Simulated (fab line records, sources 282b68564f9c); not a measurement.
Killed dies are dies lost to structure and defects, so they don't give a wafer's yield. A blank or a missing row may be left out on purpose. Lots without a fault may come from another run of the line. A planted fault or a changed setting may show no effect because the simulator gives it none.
A struck lot beside a sound one | flow rit_cmos | 44 steps out of a route of 202
Sound: wafers L615.1, L615.5, L615.6. Struck: wafer L629.1. (L629.4, L629.5 of the same lot were not struck and are left out.) The cause comes at the end.
At each step with rows: each side's tool, then ch and its chambers, then its first start. Under that, the readings that differ: sound wafers | struck wafers | difference of the means | sigmas: that difference in standard deviations of wafers without a fault.
alike: readings whose means differ by less than 2 such deviations, and words and numbers that are the same on both sides. not compared: withheld readings, readings that some wafer has no value for, bounds like >300 that may hide the same value, and numbers for which the record gives no deviation and whose values overlap.
The two part at a step that has a row with sigmas, a row that says differs or no value, or rows on one side only. Numbers that don't overlap but have no deviation are shown without sigmas and don't part them. A reading that every wafer of one side lacks parts them only if that side has two wafers or more.

first, 2 steps without rows for these wafers: RIT_PLDD_PEB_04; RIT_PLDD_DEVELOP_05 (develop time 50 s).
RIT_PLDD_OVL_MEAS_06:
  sound on overlay-01, day 3 05:13; struck on overlay-01, day 5 21:02
  alike: PLDD_OVL
then, 2 steps without rows for these wafers: RIT_PLDD_HARDBAKE_07 (time 60 s); RIT_PLDD_IMPLANT_08.
RIT_PLDD_STRIP_09: strips in O2, time 180 s.
  sound on plasma_asher-04 ch 0,1, day 3 05:33; struck on plasma_asher-03 ch 0, day 5 21:22
  alike: drypump_motor_current_A
  not compared: rf_hours_counter_h
RIT_PLDD_TW_MEAS_10:
  sound on film_metro-04, day 3 05:43; struck on film_metro-04, day 5 21:33
  alike: PLDD_TW
then, 4 steps without rows for these wafers: RIT_SPACER_CLEAN_00 (cleans in SC1, time 600 s); RIT_SPACER_CLEAN_01 (cleans in dHF, time 30 s); RIT_SPACER_CLEAN_02 (cleans in SC2, time 600 s); RIT_SPACER_CVD_03 (deposits Si3N4 from SiH2Cl2/NH3, target thk 250 nm, time 3300 s).
RIT_SPACER_THK_MEAS_04:
  sound on film_metro-02, day 3 09:02; struck on film_metro-03, day 6 00:51
  alike: SPACER_NITRIDE_THK
RIT_SPACER_ETCHBACK_05: etches Si3N4 in SF6/CHF3, stops on SiO2, target depth 250 nm, time 240 s.
  sound on rie_diel-01 ch 0,1,3, day 3 09:05; struck on rie_diel-02 ch 3, day 6 00:55
  reading                                  | sound             | struck | difference | sigmas
  rf_fwd_power_W (W)                       | 250.3 249.3 250.2 | 287.7  | +37.8      | +43
  model.poly-Si_of_GATE_CVD_08.thk_nm (nm) | 166.7 164.4 168.9 | 159.2  | -7.5       |
  model.Si3N4_of_SPACER_CVD_03.thk_nm (nm) | 199.6 198.2 200.4 | 196.6  | -2.8       |
  alike: drypump_motor_current_A, oes_product_au, throttle_valve_pct
  not compared: rf_hours_counter_h
then, 6 steps without rows for these wafers: RIT_NSD_HMDS_00 (prime time 60 s); RIT_NSD_COAT_01 (resist thk 1000 nm); RIT_NSD_SOFTBAKE_02 (time 60 s); RIT_NSD_EXPOSE_03 (exposes mask M9, target cd 40700 nm); RIT_NSD_PEB_04; RIT_NSD_DEVELOP_05 (develop time 50 s).
RIT_NSD_OVL_MEAS_06:
  sound on overlay-01, day 3 10:13; struck on overlay-02, day 6 02:06
  alike: NSD_OVL
then, 2 steps without rows for these wafers: RIT_NSD_HARDBAKE_07 (time 60 s); RIT_NSD_IMPLANT_08.
RIT_NSD_STRIP_09: strips in O2, time 180 s.
  sound on plasma_asher-03 ch 0,1, day 3 10:33; struck on plasma_asher-01 ch 1, day 6 02:31
  alike: drypump_motor_current_A
  not compared: rf_hours_counter_h
RIT_NSD_TW_MEAS_10:
  sound on film_metro-04, day 3 10:43; struck on film_metro-04, day 6 02:41
  alike: NSD_TW
then, 6 steps without rows for these wafers: RIT_PSD_HMDS_00 (prime time 60 s); RIT_PSD_COAT_01 (resist thk 1000 nm); RIT_PSD_SOFTBAKE_02 (time 60 s); RIT_PSD_EXPOSE_03 (exposes mask M10, target cd 40900 nm); RIT_PSD_PEB_04; RIT_PSD_DEVELOP_05 (develop time 50 s).
RIT_PSD_OVL_MEAS_06:
  sound on overlay-02, day 3 11:46; struck on overlay-02, day 6 03:44
  alike: PSD_OVL
then, 2 steps without rows for these wafers: RIT_PSD_HARDBAKE_07 (time 60 s); RIT_PSD_IMPLANT_08.
RIT_PSD_STRIP_09: strips in O2, time 180 s.
  sound on plasma_asher-03 ch 0,1, day 3 12:11; struck on plasma_asher-02 ch 0, day 6 04:04
  alike: drypump_motor_current_A
  not compared: rf_hours_counter_h
RIT_PSD_TW_MEAS_10:
  sound on film_metro-02, day 3 12:22; struck on film_metro-02, day 6 04:18
  alike: PSD_TW
then, 2 steps without rows for these wafers: RIT_SDANNEAL_CLEAN_00 (cleans in SC1, time 600 s); RIT_SDANNEAL_CLEAN_01 (cleans in dHF, time 30 s).
RIT_SDANNEAL_CLEAN_02: cleans in SC2, time 600 s.
  sound on wet_bench-04 ch 2, day 3 12:37; struck on wet_bench-04 ch 2, day 6 04:33
  reading                                  | sound           | struck | difference | sigmas
  model.poly-Si_of_GATE_CVD_08.thk_nm (nm) | 162.3 160 164.5 | 154.9  | -7.4       |
RIT_SDANNEAL_RTA_03: time 5 s.
  sound on rtp_anneal-01 ch 0, day 3 12:48; struck on rtp_anneal-02 ch 0, day 6 04:43
  alike: wafer_temp_C_max
RIT_SDANNEAL_RS_MEAS_04: measures by four-point-probe.
  sound on film_metro-02, day 3 12:52; struck on film_metro-04, day 6 04:47
  alike: PSD_RS
RIT_SDANNEAL_RS_MEAS_05: measures by four-point-probe.
  sound on film_metro-02, day 3 12:59; struck on film_metro-04, day 6 04:54
  alike: NSD_RS
RIT_SDANNEAL_RS_MEAS_06: measures by four-point-probe.
  sound on film_metro-02, day 3 13:06; struck on film_metro-04, day 6 05:01
  alike: PLDD_RS
RIT_SILICIDE_WET_ETCH_00: etches SiO2 in BOE, target depth 14 nm, time 15 s.
  sound on wet_bench-03 ch 0, day 3 13:21; struck on wet_bench-02 ch 2, day 6 05:16
  reading                                  | sound             | struck | difference | sigmas
  model.Si3N4_of_SPACER_CVD_03.thk_nm (nm) | 198.4 197.1 199.2 | 195.5  | -2.7       |
RIT_M1_PROBE_99:
  sound on prober-02, day 3 20:50; struck on prober-01, day 6 13:34
  reading                                | sound             | struck | difference | sigmas
  model.etest.pmos_0p15.r_on_ohm_um      | 2724 2804 2750    | 2844   | +85        |
  model.etest.nmos_0p15.r_on_ohm_um      | 1121 1145 1102    | 1229   | +106       |
  model.etest.nmos_0p3.r_on_ohm_um       | 2177 2176 2179    | 2207   | +30        |
  model.etest.pplus_sal.width_nm (nm)    | 3427 3453 3444    | 3457   | +16        |
  model.etest.pwell_pinched.rs_ohm_sq    | 460.8 466 461.3   | 473    | +10        |
  model.etest.nwell_pinched.rs_ohm_sq    | 335.1 336.8 332.8 | 358.2  | +23.3      |
  model.etest.diode_pplus_nwell.bv_v (V) | 6.661 6.724 6.649 | 6.863  | +0.185     |
  alike: killed_at_contacts, killed_at_front_end, killed_dies, killed_open, killed_short
  not compared: model.etest.nplus_sal.width_nm

WHERE THEY PART
Only at RIT_SPACER_ETCHBACK_05, within this record. Later steps at which nothing parts them and some readings are alike: RIT_NSD_OVL_MEAS_06, RIT_NSD_STRIP_09, RIT_NSD_TW_MEAS_10, RIT_PSD_OVL_MEAS_06, RIT_PSD_STRIP_09, RIT_PSD_TW_MEAS_10, RIT_SDANNEAL_RTA_03, RIT_SDANNEAL_RS_MEAS_04, RIT_SDANNEAL_RS_MEAS_05, RIT_SDANNEAL_RS_MEAS_06, RIT_M1_PROBE_99.

WHY: what the simulator had put in
Process parameter drift: rie_diel-02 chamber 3, from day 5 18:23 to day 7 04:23, at RIT_SPACER_ETCHBACK_05. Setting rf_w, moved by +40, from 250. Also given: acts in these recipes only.
